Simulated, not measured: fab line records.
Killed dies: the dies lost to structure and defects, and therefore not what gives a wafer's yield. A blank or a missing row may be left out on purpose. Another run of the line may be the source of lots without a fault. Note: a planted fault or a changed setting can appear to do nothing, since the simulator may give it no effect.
Which tool was responsible?    flow rit_cmos    42 wafers from 14 lots sampled at 3 of the route's 202 steps

WHAT THE GAUGES READ, wafer by wafer
RIT_NRETRO_TW_MEAS_10.
lot   measured     on             NRETRO_TW
L121  day 2 06:28  film_metro-02  1032 1034 1036
L122  day 2 10:48  film_metro-04  1061 1059 1065
L124  day 2 20:43  film_metro-01  1082 1076 1076
L125  day 3 02:52  film_metro-01  1083 1080 1080
L126  day 3 08:02  film_metro-04  1064 1062 1064
L127  day 3 13:23  film_metro-02  1037 1037 1032
L131  day 4 08:23  film_metro-04  1062 1057 1060
L132  day 4 13:48  film_metro-04  1068 1060 1057
L135  day 5 05:26  film_metro-04  1191 1188 1182
L137  day 5 14:19  film_metro-01  1212 1206 1204
L139  day 6 00:16  film_metro-02  1026 1032 1034
L141  day 6 10:41  film_metro-01  1086 1082 1080
L143  day 6 21:06  film_metro-01  1086 1079 1090
L144  day 7 01:05  film_metro-04  1055 1048 1060

RIT_SDANNEAL_RS_MEAS_04: the measuring method here is four-point-probe.
lot   measured     on             PSD_RS (ohm/sq)
L121  day 3 02:50  film_metro-04  115.79 115.79 115.64
L122  day 3 06:32  film_metro-01  115.74 115.70 115.64
L124  day 3 17:04  film_metro-04  115.76 115.92 116.01
L125  day 3 23:04  film_metro-02  116.07 115.92 115.34
L126  day 4 06:23  film_metro-02  115.69 115.84 115.85
L127  day 4 08:28  film_metro-04  115.66 115.29 115.51
L131  day 5 03:25  film_metro-02  116.01 116.02 115.93
L132  day 5 09:44  film_metro-01  116.06 116.19 116.18
L135  day 6 01:38  film_metro-04  115.32 115.61 115.65
L137  day 6 10:25  film_metro-04  115.95 115.81 116.20
L139  day 6 20:41  film_metro-04  115.82 116.12 115.88
L141  day 7 06:21  film_metro-04  115.63 115.91 115.81
L143  day 7 17:05  film_metro-01  115.71 115.52 115.86
L144  day 7 21:33  film_metro-04  116.18 116.23 116.15

WHICH TOOL RAN EACH LOT (tool, then ch and the chambers of the sampled wafers, then the start)
lot   RIT_NRETRO_IMPLANT_08
L121  implanter-01 ch 0, day 2 06:08
L122  implanter-03 ch 0, day 2 10:30
L124  implanter-03 ch 0, day 2 20:23
L125  implanter-03 ch 0, day 3 02:32
L126  implanter-03 ch 0, day 3 07:44
L127  implanter-01 ch 0, day 3 13:05
L131  implanter-01 ch 0, day 4 08:04
L132  implanter-03 ch 0, day 4 13:29
L135  implanter-01 ch 0, day 5 05:08
L137  implanter-01 ch 0, day 5 13:59
L139  implanter-02 ch 0, day 5 23:57
L141  implanter-02 ch 0, day 6 10:23
L143  implanter-03 ch 0, day 6 20:47
L144  implanter-03 ch 0, day 7 00:47
- RIT_NRETRO_IMPLANT_08

WHAT THE TOOLS THEMSELVES READ (means of the sampled wafers that have a number; where no wafer has one, the mark that the record gives instead)
RIT_NRETRO_IMPLANT_08.
lot   tool          beam_on_s (s)  faraday_current_uA
L121  implanter-01  9.97           31.8
L122  implanter-03  10.05          31.5
L124  implanter-03  9.87           32.1
L125  implanter-03  9.82           32.4
L126  implanter-03  10.01          31.7
L127  implanter-01  10.10          31.4
L131  implanter-01  10.03          31.6
L132  implanter-03  10.10          31.4
L135  implanter-01  14.40          22.0
L137  implanter-01  14.07          22.6
L139  implanter-02  9.94           31.9
L141  implanter-02  9.88           32.1
L143  implanter-03  10.13          31.4
L144  implanter-03  10.14          31.3

THE ANSWER, worked out from the rows above alone
Rule: the usual values come from the lots themselves. The widest of any qualifying gaps counts: lots, ordered by their means at a reading, are off when they make up no more than a third of the lots, leave a main group of 4 or more, and stand apart from it by 3 or more times the standard deviation of that group's means. A main group is skipped when, at the precision printed for the reading in the tables above, its means are all equal. A lot without any number at a reading at which 4 lots or more have one is off too. The other lots that the step has rows for count as sound. Order of review: gauges by route order, followed by the tools' own readings, for which a lot's mean as printed above is used. At the first step where some lot is off, the reading lying furthest off is the one used; lots without a number count as furthest.
Off: L135, L137, at RIT_NRETRO_TW_MEAS_10 (NRETRO_TW). Mean 1061 and standard deviation 18 in the main group.
A tool fits if, at a process step before that reading, it ran every lot that is off, and no sound lot after the first of them. The gauges at RIT_NRETRO_TW_MEAS_10 aren't tried: what is off there is off at RIT_NRETRO_IMPLANT_08 too, on other tools, and a gauge's error can't cause that. One candidate fits, namely implanter-01 at RIT_NRETRO_IMPLANT_08. Its last sound lot is L131 (day 4 08:04), its first lot that is off L135 (day 5 05:08): a fault that began between those two fits.
The tool's own readings at RIT_NRETRO_IMPLANT_08 bear it out: on the lots that are off they differ by more than 5 times the standard deviation of the sound lots' means. beam_on_s reads 14.23 s there against 10.00 s on the sound lots; faraday_current_uA reads 22.3 there against 31.7 on the sound lots.

WHAT THE SIMULATOR HAD INSERTED
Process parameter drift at RIT_NRETRO_IMPLANT_08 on implanter-01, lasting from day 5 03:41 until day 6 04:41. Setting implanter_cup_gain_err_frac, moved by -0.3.
Struck lots among those shown: L135, L137. Same finding as the rule above.
